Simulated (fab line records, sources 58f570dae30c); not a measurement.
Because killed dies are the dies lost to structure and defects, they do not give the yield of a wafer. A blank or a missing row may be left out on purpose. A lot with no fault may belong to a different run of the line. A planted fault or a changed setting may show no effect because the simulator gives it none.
Comparing a struck lot with a sound one	flow berkeley-cmos170	22 steps out of a route of 331
Sound: wafers L659.1, L659.3, L659.6. The struck wafers were L666.1, L666.2, L666.4. The cause is given at the end.
Each step with rows lists, per side, the tool, then ch with its chambers, then its first start. Under that, the readings that differ: sound wafers	struck wafers	difference of the means	sigmas: that difference in standard deviations of wafers without a fault.
alike: same words and numbers on both sides, and readings whose means sit less than 2 such deviations apart. not compared: any withheld reading, any reading some wafer has no value for, any bound like >300 that may hide the same value, and any number with overlapping values for which the record gives no deviation.
A row with sigmas, a row that says differs or no value, or rows on one side alone: a step with any of these is where the two part. Numbers that don't overlap but have no deviation are shown without sigmas and don't part them. A reading that every wafer of one side lacks parts them only if that side has two wafers or more.

first, 2 steps without rows for these wafers: UCB170_PLDD_PEB_04; UCB170_PLDD_DEVELOP_05 (develop time 45 s).
UCB170_PLDD_CD_MEAS_06 targets a cd of 1200 nm.
  sound on cd-sem-01 at day 5 19:38; struck on cd-sem-02 at day 7 13:09
  alike: cd-nm
UCB170_PLDD_OVL_MEAS_07:
  sound on overlay-02 at day 5 19:46; struck on overlay-01 at day 7 13:16
  alike: PLDD_OVL
then, 2 steps without rows for these wafers: UCB170_PLDD_IMPLANT_08; UCB170_PLDD_IMPLANT_09.
UCB170_PLDD_STRIP_10: strips in O2.
  sound on plasma-asher-03 ch 0,1, day 5 20:06; struck on plasma-asher-01 ch 0,1, day 7 13:37
  alike: drypump-motor-current-A, o2-flow-sccm, oes-product-au, strip-time-to-endpoint-s
  not compared: rf-hours-counter-h
UCB170_PLDD_TW_MEAS_11:
  sound on film-metro-02 at day 5 20:12; struck on film-metro-03 at day 7 13:43
  alike: PLDD_TW
then, 4 steps without rows for these wafers: UCB170_PLDD_CLEAN_12 (cleans in SPM, time 600 s); UCB170_NLDD_HMDS_00 (prime time 60 s); UCB170_NLDD_COAT_01 (resist thk 900 nm); UCB170_NLDD_SOFTBAKE_02 (time 60 s).
UCB170_NLDD_EXPOSE_03: exposes mask NSELECT, target cd 1200 nm.
  sound on krf-scanner-01 ch 0, day 5 21:22; struck on krf-scanner-01 ch 0, day 7 14:36
reading	sound	struck	difference	sigmas
mask	NSELECT#0 NSELECT#0 NSELECT#0	PSELECT#0 PSELECT#0 PSELECT#0	differs	
then, 2 steps without rows for these wafers: UCB170_NLDD_PEB_04; UCB170_NLDD_DEVELOP_05 (develop time 45 s).
UCB170_NLDD_CD_MEAS_06 targets a cd of 1200 nm.
  sound on cd-sem-02 at day 5 22:05; struck on cd-sem-01 at day 7 15:07
reading	sound	struck	difference	sigmas
cd-nm (nm)	1200.1 1198.8 1200.1	- - -	no value on the struck wafers	
UCB170_NLDD_OVL_MEAS_07:
  sound on overlay-01 at day 5 22:13; struck on overlay-02 at day 7 15:14
reading	sound	struck	difference	sigmas
NLDD_OVL (nm)	5 -1 6	- - -	no value on the struck wafers	
then, 2 steps without rows for these wafers: UCB170_NLDD_IMPLANT_08; UCB170_NLDD_IMPLANT_09.
UCB170_NLDD_STRIP_10: strips in O2.
  sound on plasma-asher-01 ch 1, day 5 22:33; struck on plasma-asher-02 ch 0,1, day 7 15:34
  alike: drypump-motor-current-A, o2-flow-sccm, oes-product-au, strip-time-to-endpoint-s
  not compared: rf-hours-counter-h
UCB170_NLDD_TW_MEAS_11:
  sound on film-metro-02 at day 5 22:39; struck on film-metro-02 at day 7 15:40
reading	sound	struck	difference	sigmas
NLDD_TW	2286 2286 2287	31 31 31	-2255	-64
then, 1 step without rows for these wafers: UCB170_NLDD_CLEAN_12 (cleans in SPM, time 600 s).

## WHERE THEY PART
First at UCB170_NLDD_EXPOSE_03; last, within this record, at UCB170_NLDD_TW_MEAS_11.

WHY: what the simulator had put in
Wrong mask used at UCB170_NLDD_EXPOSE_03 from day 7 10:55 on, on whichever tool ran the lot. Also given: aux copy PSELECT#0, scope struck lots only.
